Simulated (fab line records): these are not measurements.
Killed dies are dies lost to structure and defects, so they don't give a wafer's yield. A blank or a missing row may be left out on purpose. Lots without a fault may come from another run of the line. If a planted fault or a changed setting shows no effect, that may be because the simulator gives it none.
Which of the tools did it? -- flow rit-cmos -- 7 lots, 21 wafers sampled, at 2 steps of a route of 202

## WHAT THE GAUGES SHOWED, per wafer
RIT_SILICIDE_RS_MEAS_02: measurement is done with a four-point probe.
lot,measured,on,SILICIDE_TI_RS (ohm/sq)
L864,day 4 06:40,film-metro-03,48.1 48.4 48.5
L870,day 5 08:59,film-metro-02,30.2 30.1 30.2
L873,day 6 00:35,film-metro-01,47.8 48.0 48.5
L875,day 6 12:25,film-metro-01,47.3 47.3 47.5
L879,day 7 06:32,film-metro-02,47.6 48.7 47.5
L881,day 7 16:23,film-metro-03,48.1 47.8 48.7
L883,day 8 02:40,film-metro-02,46.7 47.2 47.1

## EACH LOT AND THE TOOL THAT RAN IT (in order: tool; ch and the chambers of the sampled wafers; start)
lot,RIT_SILICIDE_SPUTTER_01
L864,"pvd-sputter-03, day 4 06:29"
L870,"pvd-sputter-04, day 5 08:49"
L873,"pvd-sputter-03, day 6 00:25"
L875,"pvd-sputter-03, day 6 12:13"
L879,"pvd-sputter-02, day 7 06:22"
L881,"pvd-sputter-02, day 7 16:11"
L883,"pvd-sputter-02, day 8 02:29"
- RIT_SILICIDE_SPUTTER_01: material Ti, target thk 30 nm, time 240 s.

## THE ANSWER, worked out from the rows above alone
Rule: the usual values come from the lots themselves. Put in order of their means at a reading, lots are off if they are a third of the lots or fewer, leave a main group of 4 or more, and stand apart from it by a gap of 3 or more times the standard deviation of the main group's means; of several such gaps the widest counts. A main group whose means are all the same, to the digits that the tables above print for the reading, isn't used. Also off: a lot with no number at a reading for which 4 or more lots have one. The other lots that the step has rows for count as sound.
Off: L870, at RIT_SILICIDE_RS_MEAS_02 (SILICIDE_TI_RS). Mean 47.8 ohm/sq and standard deviation 0.48 in the main group.
A tool fits if, at a process step before that reading, it ran every lot that is off, and no sound lot after the first of them. The gauges at RIT_SILICIDE_RS_MEAS_02 are tried like those tools. One fits: pvd-sputter-04 at RIT_SILICIDE_SPUTTER_01. It ran no sound lot before its first lot that is off in this sample, so the start can't be narrowed down.

## WHAT THE SIMULATOR PUT IN
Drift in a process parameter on pvd-sputter-04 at RIT_SILICIDE_SPUTTER_01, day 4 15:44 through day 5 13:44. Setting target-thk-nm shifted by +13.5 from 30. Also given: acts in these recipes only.
Shown lots that were struck: L870. The rule above found the same.
